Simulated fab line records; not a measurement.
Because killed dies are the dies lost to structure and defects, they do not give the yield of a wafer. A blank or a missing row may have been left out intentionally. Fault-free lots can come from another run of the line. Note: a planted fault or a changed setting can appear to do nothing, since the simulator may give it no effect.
fab line records ; flow berkeley_cmos170
[record] lots = 13; wafers = 39; last_day = 12
route steps=331 shown SPACER@172 V1@256
lots that met no fault: taken from a fault-free run of the same line
start_h: start of the lot's first displayed wafer, in hours after the record's first day ; wait_h: how many hours have passed since the lot's step before this one ; " unchanged from the row above ; L1.1+2: one row covering several wafers at once ; - no value present, or no start provided ; * or withheld: withheld ; < > ~ a bound
route shown NAME@n: a module of which the file shows steps, and the number in the route of the first ; usual: the fault-free wafers' mean and standard deviation ; same: alike in all rows ; chamber/n: place in a boat ; sites: readings site by site ; _std_site: their standard deviation ; _edge_site: outer sites' mean less inner sites' ; radius_mm: for every site, how far away it sits from the centre of the wafer ; mask NAME#n: copy n ; behind: the last tool/chamber to shape the wafer ; hold: reason for holding the lot/hours on hold/outcome of the hold ; device: which transistor (n, p or np) failed to switch ; end of line: the route-end tests of the same wafers ; a step with no rows: only its recipe ; killed: dies that structure and defects cost at the first sort, which is not the same as the wafer's yield ; map: dies across one wafer; x = killed, . = not, _ = none there
set.NAME: the run value of the setting; set.NAME@STEP: its run value at that earlier step ; model.NAME: the simulator's own value behind a step, which no gauge read
steps of the route over a sample of lots; a table a step, a row a wafer
services: a tool's chamber out of use, with start hour (start_h, from the record's first day; less than 0 if before it), hours out, and reason
[[steps]]
[step UCB170_SPACER_THK_MEAS_01]
[recipe] reads = SiO2_of_SPACER_CVD_00
[usual] SPACER_TEOS_THK = 378/4.7
lot.wafer;tool;chamber;start_h;wait_h;SPACER_TEOS_THK[nm]
L547.2;film_metro-04;-;126.49;0.0;374
L547.3;film_metro-04;-;126.49;0.0;372
L547.6;film_metro-04;-;126.49;0.0;383
L548.1;film_metro-04;-;137.38;0.0;383
L548.5;film_metro-04;-;137.38;0.0;386
L548.6;film_metro-04;-;137.38;0.0;389
L551.1;film_metro-04;-;144.13;0.0;373
L551.4;film_metro-04;-;144.13;0.0;375
L551.5;film_metro-04;-;144.13;0.0;377
L550.3;film_metro-02;-;145.13;0.0;375
L550.5;film_metro-02;-;145.13;0.0;379
L550.6;film_metro-02;-;145.13;0.0;381
L552.1;film_metro-01;-;157.63;0.0;373
L552.3;film_metro-01;-;157.63;0.0;373
L552.4;film_metro-01;-;157.63;0.0;379
L556.1;film_metro-04;-;170.05;0.0;379
L556.4;film_metro-04;-;170.05;0.0;385
L556.6;film_metro-04;-;170.05;0.0;380
L555.2;film_metro-02;-;170.78;0.0;380
L555.4;film_metro-02;-;170.78;0.0;387
L555.6;film_metro-02;-;170.78;0.0;385
L554.2;film_metro-04;-;171.25;0.0;372
L554.4;film_metro-04;-;171.25;0.0;381
L554.5;film_metro-04;-;171.25;0.0;375
L557.1;film_metro-01;-;184.87;0.0;374
L557.4;film_metro-01;-;184.87;0.0;378
L557.5;film_metro-01;-;184.87;0.0;379
L560.2;film_metro-02;-;184.88;0.0;376
L560.4;film_metro-02;-;184.88;0.0;381
L560.5;film_metro-02;-;184.88;0.0;384
L561.1;film_metro-01;-;195.75;0.0;380
L561.5;film_metro-01;-;195.75;0.0;389
L561.6;film_metro-01;-;195.75;0.0;383
L567.2;film_metro-04;-;231.84;0.0;372
L567.4;film_metro-04;-;231.84;0.0;386
L567.6;film_metro-04;-;231.84;0.0;381
L570.3;film_metro-04;-;240.12;0.0;371
L570.5;film_metro-04;-;240.12;0.0;375
L570.6;film_metro-04;-;240.12;0.0;379
[step UCB170_V1_CMP_02]
[recipe] material = SiO2; down_force_psi = 6; platen_rpm = 60; pad_velocity_m_s = 0.75398
[usual] motor_current_A = 15.4/2.3; slurry_flow_ml_min = 150.0/0.45
lot.wafer;tool;chamber;start_h;wait_h;motor_current_A;slurry_flow_ml_min
L547.3;cmp-01;0;148.95;0.4;15.3;150.1
L547.2;cmp-01;1;148.95;0.4;13.1;149.2
L547.6;cmp-01;3;148.95;0.4;11.9;149.7
L548.1;cmp-02;2;159.47;0.2;14.0;149.7
L548.6;cmp-02;3;159.47;0.2;18.2;150.6
L548.5;cmp-02;0;159.47;0.2;15.9;150.0
L550.3;cmp-02;3;169.54;0.1;20.2;150.1
L550.5;cmp-02;1;169.54;0.1;17.4;149.8
L550.6;cmp-02;2;169.54;0.1;13.8;149.6
L551.1;cmp-01;2;169.54;0.1;15.4;150.1
L551.4;cmp-01;3;169.54;0.1;12.3;150.1
L551.5;cmp-01;1;169.54;0.1;14.0;150.9
L552.1;cmp-02;0;179.79;0.1;15.3;149.9
L552.4;cmp-02;2;179.79;0.1;13.5;149.7
L552.3;cmp-02;3;179.79;0.1;19.9;149.3
L555.4;cmp-02;3;192.51;0.0;19.9;149.7
L555.2;cmp-02;1;192.51;0.0;17.5;150.2
L555.6;cmp-02;3;192.51;0.0;20.3;150.0
L554.2;cmp-01;1;192.56;0.1;12.8;150.5
L554.4;cmp-01;2;192.56;0.1;15.4;150.0
L554.5;cmp-01;0;192.56;0.1;15.3;150.9
L556.1;cmp-01;1;192.81;0.3;13.9;149.6
L556.4;cmp-01;3;192.81;0.3;12.0;149.9
L556.6;cmp-01;1;192.81;0.3;13.7;150.5
L557.1;cmp-02;3;209.06;0.1;20.6;149.5
L557.4;cmp-02;0;209.06;0.1;14.3;150.1
L557.5;cmp-02;2;209.06;0.1;14.1;150.3
L560.2;cmp-02;1;209.26;0.3;16.6;150.1
L560.4;cmp-02;2;209.26;0.3;13.8;149.7
L560.5;cmp-02;2;209.26;0.3;14.5;150.1
L561.1;cmp-01;2;219.30;0.2;15.8;149.5
L561.6;cmp-01;3;219.30;0.2;12.1;149.3
L561.5;cmp-01;0;219.30;0.2;15.4;150.5
L567.2;cmp-02;3;252.51;0.0;20.9;149.6
L567.4;cmp-02;2;252.51;0.0;13.3;150.0
L567.6;cmp-02;3;252.51;0.0;20.3;150.2
L570.3;cmp-02;2;268.02;0.2;14.5;150.3
L570.5;cmp-02;3;268.02;0.2;19.9;150.4
L570.6;cmp-02;0;268.02;0.2;15.7;151.2
[step UCB170_V1_BOW_MEAS_03]
[recipe] mode = bow
[usual] V1_BOW = 19/7.2
lot.wafer;tool;chamber;start_h;wait_h;hold;V1_BOW[um]
L547.2;film_metro-02;-;149.17;0.1;-;18
L547.3;film_metro-02;-;149.17;0.1;-;17
L547.6;film_metro-02;-;149.17;0.1;-;4
L548.1;film_metro-02;-;159.62;0.1;-;25
L548.5;film_metro-02;-;159.62;0.1;-;21
L548.6;film_metro-02;-;159.62;0.1;-;7
L551.1;film_metro-01;-;169.74;0.1;-;17
L551.4;film_metro-01;-;169.74;0.1;-;21
L551.5;film_metro-01;-;169.74;0.1;-;19
L550.3;film_metro-02;-;169.78;0.2;-;26
L550.5;film_metro-02;-;169.78;0.2;-;20
L550.6;film_metro-02;-;169.78;0.2;-;24
L552.1;film_metro-02;-;180.12;0.3;-;16
L552.3;film_metro-02;-;180.12;0.3;-;15
L552.4;film_metro-02;-;180.12;0.3;-;17
L554.2;film_metro-01;-;192.83;0.2;-;15
L554.4;film_metro-01;-;192.83;0.2;-;18
L554.5;film_metro-01;-;192.83;0.2;-;11
L555.2;film_metro-04;-;192.83;0.2;-;14
L555.4;film_metro-04;-;192.83;0.2;-;12
L555.6;film_metro-04;-;192.83;0.2;-;22
L556.1;film_metro-02;-;193.11;0.2;-;17
L556.4;film_metro-02;-;193.11;0.2;-;7
L556.6;film_metro-02;-;193.11;0.2;-;13
L557.1;film_metro-01;-;209.26;0.1;-;17
L557.4;film_metro-01;-;209.26;0.1;-;13
L557.5;film_metro-01;-;209.26;0.1;-;3
L560.2;film_metro-01;-;209.58;0.3;-;22
L560.4;film_metro-01;-;209.58;0.3;-;24
L560.5;film_metro-01;-;209.58;0.3;-;27
L561.1;film_metro-02;-;219.45;0.1;await_dispo/0.2h/release;13
L561.5;film_metro-02;-;219.45;0.1;await_dispo/0.2h/release;21
L561.6;film_metro-02;-;219.45;0.1;await_dispo/0.2h/release;16
L561.1;film_metro-02;-;219.73;0.3;-;-
L561.5;film_metro-02;-;219.73;0.3;-;-
L561.6;film_metro-02;-;219.73;0.3;-;-
L567.2;film_metro-02;-;252.83;0.3;-;20
L567.4;film_metro-02;-;252.83;0.3;-;9
L567.6;film_metro-02;-;252.83;0.3;-;23
L570.3;film_metro-01;-;268.22;0.1;-;37
L570.5;film_metro-01;-;268.22;0.1;-;21
L570.6;film_metro-01;-;268.22;0.1;-;11
[step UCB170_V1_THK_MEAS_04]
[recipe] reads = SiO2_of_V1_CVD_00
[usual] V1_POLISHED_THK = 1000.2/1
lot.wafer;tool;chamber;start_h;wait_h;hold;V1_POLISHED_THK[nm]
L547.2;film_metro-02;-;149.28;0.1;-;1000.1
L547.3;film_metro-02;-;149.28;0.1;-;1001.5
L547.6;film_metro-02;-;149.28;0.1;-;999.1
L548.1;film_metro-02;-;159.74;0.1;-;999.6
L548.5;film_metro-02;-;159.74;0.1;-;999.3
L548.6;film_metro-02;-;159.74;0.1;-;1000.2
L551.1;film_metro-01;-;169.86;0.1;-;1000.2
L551.4;film_metro-01;-;169.86;0.1;-;1000.2
L551.5;film_metro-01;-;169.86;0.1;-;998.3
L550.3;film_metro-02;-;169.88;0.1;-;997.5
L550.5;film_metro-02;-;169.88;0.1;-;999.1
L550.6;film_metro-02;-;169.88;0.1;-;999.8
L552.1;film_metro-02;-;180.24;0.1;-;1000.7
L552.3;film_metro-02;-;180.24;0.1;-;999.6
L552.4;film_metro-02;-;180.24;0.1;-;1000.2
L554.2;film_metro-01;-;192.94;0.1;-;1000.8
L554.4;film_metro-01;-;192.94;0.1;-;1002.4
L554.5;film_metro-01;-;192.94;0.1;-;1001.4
L555.2;film_metro-04;-;192.94;0.1;-;999.8
L555.4;film_metro-04;-;192.94;0.1;-;1000.9
L555.6;film_metro-04;-;192.94;0.1;-;999.5
L556.1;film_metro-02;-;193.23;0.1;-;1000.0
L556.4;film_metro-02;-;193.23;0.1;-;1001.1
L556.6;film_metro-02;-;193.23;0.1;-;1001.4
L557.1;film_metro-01;-;209.38;0.1;-;999.2
L557.4;film_metro-01;-;209.38;0.1;-;999.1
L557.5;film_metro-01;-;209.38;0.1;-;999.2
L560.2;film_metro-01;-;209.69;0.1;-;1000.3
L560.4;film_metro-01;-;209.69;0.1;-;1001.6
L560.5;film_metro-01;-;209.69;0.1;-;999.6
L561.1;film_metro-02;-;221.86;2.1;await_dispo/0.2h/release;999.9
L561.5;film_metro-02;-;221.86;2.1;await_dispo/0.2h/release;1347.2
L561.6;film_metro-02;-;221.86;2.1;await_dispo/0.2h/release;1001.0
L561.1;film_metro-02;-;222.09;0.2;-;1000.4
L561.5;film_metro-02;-;222.09;0.2;-;1345.9
L561.6;film_metro-02;-;222.09;0.2;-;999.8
L567.2;film_metro-02;-;252.94;0.1;-;1001.1
L567.4;film_metro-02;-;252.94;0.1;-;1000.8
L567.6;film_metro-02;-;252.94;0.1;-;999.2
L570.3;film_metro-01;-;268.32;0.1;-;999.7
L570.5;film_metro-01;-;268.32;0.1;-;1000.1
L570.6;film_metro-01;-;268.32;0.1;-;999.2
[step UCB170_V1_OVL_MEAS_13]
[usual] V1_OVL = 1/5.7
lot.wafer;tool;chamber;start_h;wait_h;V1_OVL[nm]
L547.2;overlay-01;-;150.95;0.1;-7
L547.3;overlay-01;-;150.95;0.1;9
L547.6;overlay-01;-;150.95;0.1;1
L548.1;overlay-01;-;162.49;0.1;-1
L548.5;overlay-01;-;162.49;0.1;-6
L548.6;overlay-01;-;162.49;0.1;7
L550.3;overlay-01;-;171.27;0.1;-11
L550.5;overlay-01;-;171.27;0.1;-7
L550.6;overlay-01;-;171.27;0.1;1
L551.1;overlay-02;-;171.50;0.1;-1
L551.4;overlay-02;-;171.50;0.1;1
L551.5;overlay-02;-;171.50;0.1;11
L552.1;overlay-01;-;181.79;0.1;-3
L552.3;overlay-01;-;181.79;0.1;3
L552.4;overlay-01;-;181.79;0.1;4
L554.2;overlay-01;-;195.46;0.1;3
L554.4;overlay-01;-;195.46;0.1;8
L554.5;overlay-01;-;195.46;0.1;6
L555.2;overlay-02;-;195.46;0.1;0
L555.4;overlay-02;-;195.46;0.1;-1
L555.6;overlay-02;-;195.46;0.1;3
L556.1;overlay-02;-;195.58;0.1;8
L556.4;overlay-02;-;195.58;0.1;-2
L556.6;overlay-02;-;195.58;0.1;-2
L557.1;overlay-02;-;211.46;0.1;0
L557.4;overlay-02;-;211.46;0.1;0
L557.5;overlay-02;-;211.46;0.1;-4
L560.2;overlay-01;-;212.10;0.1;3
L560.4;overlay-01;-;212.10;0.1;7
L560.5;overlay-01;-;212.10;0.1;1
L561.1;overlay-01;-;232.39;0.1;-6
L561.5;overlay-01;-;232.39;0.1;1
L561.6;overlay-01;-;232.39;0.1;-17
L567.2;overlay-01;-;254.74;0.1;2
L567.4;overlay-01;-;254.74;0.1;2
L567.6;overlay-01;-;254.74;0.1;1
L570.3;overlay-02;-;270.52;0.1;12
L570.5;overlay-02;-;270.52;0.1;1
L570.6;overlay-02;-;270.52;0.1;1
[step UCB170_V1_ETCH_14]
[recipe] chemistry = CHF3/CF4/Ar; target = SiO2; stop_on = Al; CHF3_flow_sccm = 45; cf4_flow_sccm = 15; Ar_flow_sccm = 150; pressure_mtorr = 200; rf_w = 700; target_depth_a = 12500; over_etch_frac = 0.2256; time_s = 291
[usual] drypump_motor_current_A = 5.6/0.45; oes_product_au = 0.884/0.014; throttle_valve_pct = 6.92/0.087
[same] over_etch_frac = 0.2256
lot.wafer;tool;chamber;start_h;wait_h;drypump_motor_current_A;oes_product_au;rf_hours_counter_h;throttle_valve_pct
L547.2;rie_diel-03;1;150.98;0.0;6.4;0.880;51;6.73
L547.3;rie_diel-03;3;150.98;0.0;6.3;0.881;10;6.84
L547.6;rie_diel-03;2;150.98;0.0;6.1;0.891;-;6.85
L548.1;rie_diel-04;1;162.53;0.0;5.2;0.875;17;6.95
L548.5;rie_diel-04;3;162.53;0.0;5.2;0.884;-;7.08
L548.6;rie_diel-04;1;162.53;0.0;5.2;0.870;-;6.95
L550.3;rie_diel-02;3;171.38;0.1;5.6;0.879;-;6.99
L550.5;rie_diel-02;3;171.38;0.1;5.5;0.877;-;6.98
L550.6;rie_diel-02;0;171.38;0.1;5.8;0.903;-;7.02
L551.1;rie_diel-03;2;171.54;0.0;6.0;0.880;21;6.85
L551.4;rie_diel-03;3;171.54;0.0;6.3;0.869;11;6.82
L551.5;rie_diel-03;0;171.54;0.0;5.0;0.878;-;6.87
L552.1;rie_diel-03;2;181.83;0.0;6.0;0.881;22;6.83
L552.3;rie_diel-03;1;181.83;0.0;6.4;0.877;52;6.74
L552.4;rie_diel-03;3;181.83;0.0;6.3;0.874;12;6.83
L554.2;rie_diel-04;0;195.49;0.0;4.9;0.910;134;6.87
L554.4;rie_diel-04;1;195.49;0.0;5.1;0.883;18;6.98
L554.5;rie_diel-04;2;195.49;0.0;5.7;0.876;-;6.86
L555.2;rie_diel-02;0;195.49;0.0;5.8;0.905;3;7.02
L555.4;rie_diel-02;2;195.49;0.0;5.8;0.854;22;6.90
L555.6;rie_diel-02;1;195.49;0.0;5.3;0.904;-;6.92
L556.1;rie_diel-03;3;195.62;0.0;6.3;0.886;12;6.84
L556.4;rie_diel-03;0;195.62;0.0;5.0;0.881;15;6.87
L556.6;rie_diel-03;0;195.62;0.0;5.0;0.883;-;6.86
L557.1;rie_diel-02;2;211.50;0.0;5.8;0.870;23;6.90
L557.4;rie_diel-02;3;211.50;0.0;5.6;0.869;7;7.00
L557.5;rie_diel-02;3;211.50;0.0;5.5;0.875;-;6.98
L560.2;rie_diel-04;3;212.13;0.0;5.3;0.888;81;7.06
L560.4;rie_diel-04;1;212.13;0.0;5.1;0.876;19;6.96
L560.5;rie_diel-04;3;212.13;0.0;5.2;0.883;-;7.06
L561.1;rie_diel-04;1;232.43;0.0;5.2;0.876;20;6.97
L561.5;rie_diel-04;1;232.43;0.0;5.2;0.996;-;6.96
L561.6;rie_diel-04;0;232.43;0.0;4.9;0.895;-;6.85
L567.2;rie_diel-03;1;254.77;0.0;6.4;0.883;56;6.74
L567.4;rie_diel-03;2;254.77;0.0;6.0;0.888;25;6.84
L567.6;rie_diel-03;0;254.77;0.0;5.0;0.879;-;6.87
L570.3;rie_diel-02;2;270.55;0.0;5.9;0.857;25;6.91
L570.5;rie_diel-02;1;270.55;0.0;5.3;0.898;-;6.91
L570.6;rie_diel-02;0;270.55;0.0;5.8;0.905;-;7.02
[step UCB170_V1_STRIP_15]
[recipe] chemistry = O2; power_w = 400; pressure_mtorr = 3500; platen_temp_c = withheld; o2_flow_sccm = 400; overash_fraction = 0.5
[usual] drypump_motor_current_A = 5.7/0.46; oes_product_au = 0.722/0.0048; strip_time_to_endpoint_s = 15.43/0.082
lot.wafer;tool;chamber;start_h;wait_h;drypump_motor_current_A;oes_product_au;rf_hours_counter_h;strip_time_to_endpoint_s
L547.2;plasma_asher-04;1;151.16;0.1;6.1;0.722;49;15.38
L547.3;plasma_asher-04;1;151.16;0.1;6.1;0.721;-;15.41
L547.6;plasma_asher-04;0;151.16;0.1;6.3;0.716;-;15.35
L548.1;plasma_asher-04;1;162.71;0.1;6.1;0.723;50;15.31
L548.5;plasma_asher-04;1;162.71;0.1;6.1;0.718;-;15.31
L548.6;plasma_asher-04;0;162.71;0.1;6.3;0.719;-;15.33
L550.3;plasma_asher-04;0;171.60;0.1;6.3;0.729;-;15.43
L550.5;plasma_asher-04;1;171.60;0.1;6.2;0.717;-;15.56
L550.6;plasma_asher-04;0;171.60;0.1;6.3;0.728;-;15.56
L551.1;plasma_asher-03;0;171.72;0.1;6.0;0.724;43;15.37
L551.4;plasma_asher-03;1;171.72;0.1;5.1;0.717;-;15.55
L551.5;plasma_asher-03;0;171.72;0.1;6.0;0.719;-;15.45
L552.1;plasma_asher-02;0;182.00;0.1;5.3;0.720;38;15.40
L552.3;plasma_asher-02;0;182.00;0.1;5.2;0.729;-;15.43
L552.4;plasma_asher-02;1;182.00;0.1;5.4;0.726;-;15.49
L554.2;plasma_asher-03;1;195.67;0.1;5.1;0.715;46;15.48
L554.4;plasma_asher-03;1;195.67;0.1;5.1;0.719;-;15.46
L554.5;plasma_asher-03;0;195.67;0.1;6.0;0.729;-;15.33
L555.2;plasma_asher-04;0;195.67;0.1;6.3;0.726;54;15.46
L555.4;plasma_asher-04;0;195.67;0.1;6.3;0.724;-;15.45
L555.6;plasma_asher-04;0;195.67;0.1;6.3;0.725;-;15.40
L556.1;plasma_asher-02;0;195.80;0.1;5.2;0.721;40;15.44
L556.4;plasma_asher-02;0;195.80;0.1;5.3;0.719;-;15.35
L556.6;plasma_asher-02;0;195.80;0.1;5.2;0.728;-;15.42
L557.1;plasma_asher-04;0;211.68;0.1;6.3;0.727;56;15.48
L557.4;plasma_asher-04;0;211.68;0.1;6.3;0.723;-;15.36
L557.5;plasma_asher-04;1;211.68;0.1;6.1;0.724;-;15.44
L560.2;plasma_asher-03;0;212.30;0.1;6.0;0.714;48;15.40
L560.4;plasma_asher-03;0;212.30;0.1;6.0;0.725;-;15.45
L560.5;plasma_asher-03;1;212.30;0.1;5.1;0.717;-;15.47
L561.1;plasma_asher-03;1;232.61;0.1;5.1;0.731;49;15.40
L561.5;plasma_asher-03;0;232.61;0.1;6.0;0.711;-;15.52
L561.6;plasma_asher-03;1;232.61;0.1;5.1;0.724;-;15.38
L567.2;plasma_asher-04;0;254.95;0.1;6.3;0.721;61;15.31
L567.4;plasma_asher-04;1;254.95;0.1;6.1;0.721;-;15.33
L567.6;plasma_asher-04;1;254.95;0.1;6.1;0.721;-;15.36
L570.3;plasma_asher-02;0;270.76;0.1;5.2;0.720;-;15.51
L570.5;plasma_asher-02;0;270.76;0.1;5.2;0.716;-;15.51
L570.6;plasma_asher-02;1;270.76;0.1;5.4;0.721;-;15.64
[[services]]
tool;chamber;start_h;hours;kind
plasma_asher-04;-;145.39;2.4;repair
rie_diel-03;1;159.17;7.0;repair
rie_diel-02;1;161.49;-;clean
rie_diel-02;1;161.49;16.6;scheduled_down
rie_diel-02;1;161.49;16.6;vent_cycle
rie_diel-04;2;161.59;-;clean
rie_diel-04;2;161.59;15.2;scheduled_down
rie_diel-04;2;161.59;15.2;vent_cycle
rie_diel-02;3;161.93;1.9;repair
rie_diel-02;2;165.38;11.7;repair
rie_diel-03;-;173.02;0.1;repair
cmp-01;-;182.63;2.3;repair
rie_diel-03;3;189.20;5.1;repair
cmp-02;-;225.55;4.1;pm
cmp-01;-;232.00;4.0;pm
rie_diel-02;-;232.99;1.0;repair
cmp-01;-;236.00;-;consumable_replace:conditioner
cmp-01;-;236.00;-;consumable_replace:pad
rie_diel-04;0;239.22;-;clean
cmp-01;-;244.41;0.3;repair
plasma_asher-03;-;245.66;2.8;pm
cmp-01;-;251.61;0.9;repair
rie_diel-04;1;265.26;4.0;repair
cmp-01;-;269.27;2.9;repair
[[key]]
[first_sign] step = UCB170_V1_BOW_MEAS_03; reading = visit; direction = added
[effect] step = UCB170_V1_THK_MEAS_04; reading = visit; direction = added
[effect] step = UCB170_V1_THK_MEAS_04; reading = V1_POLISHED_THK; direction = up; sigmas = 99+; usual = 1000.2; struck = 1347.2
[effect] step = UCB170_V1_ETCH_14; reading = oes_product_au; direction = up; sigmas = 7.8; usual = 0.884; struck = 0.996
met_at UCB170_V1_CMP_02
struck_lots L561
struck_wafers L561.5
later_rows_left_out L561.5
sort_left_out L561.5
not_acting_at UCB170_SPACER_THK_MEAS_01,UCB170_V1_OVL_MEAS_13,UCB170_V1_STRIP_15
onset_between 192.56 219.30
[fault] kind = process_parameter_drift; tool = cmp-01; chamber = 0; onset_h = 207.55; steps = UCB170_V1_CMP_02; channel = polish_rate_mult; offset = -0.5; shape = step; end_h = 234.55
// sort_left_out: the simulated sort isn't trusted on such a fault, so these wafers' sort isn't shown, and their yield isn't known
// later_rows_left_out: the simulator's readings of these wafers behind a module that went badly wrong aren't trusted and aren't shown, but for the sort
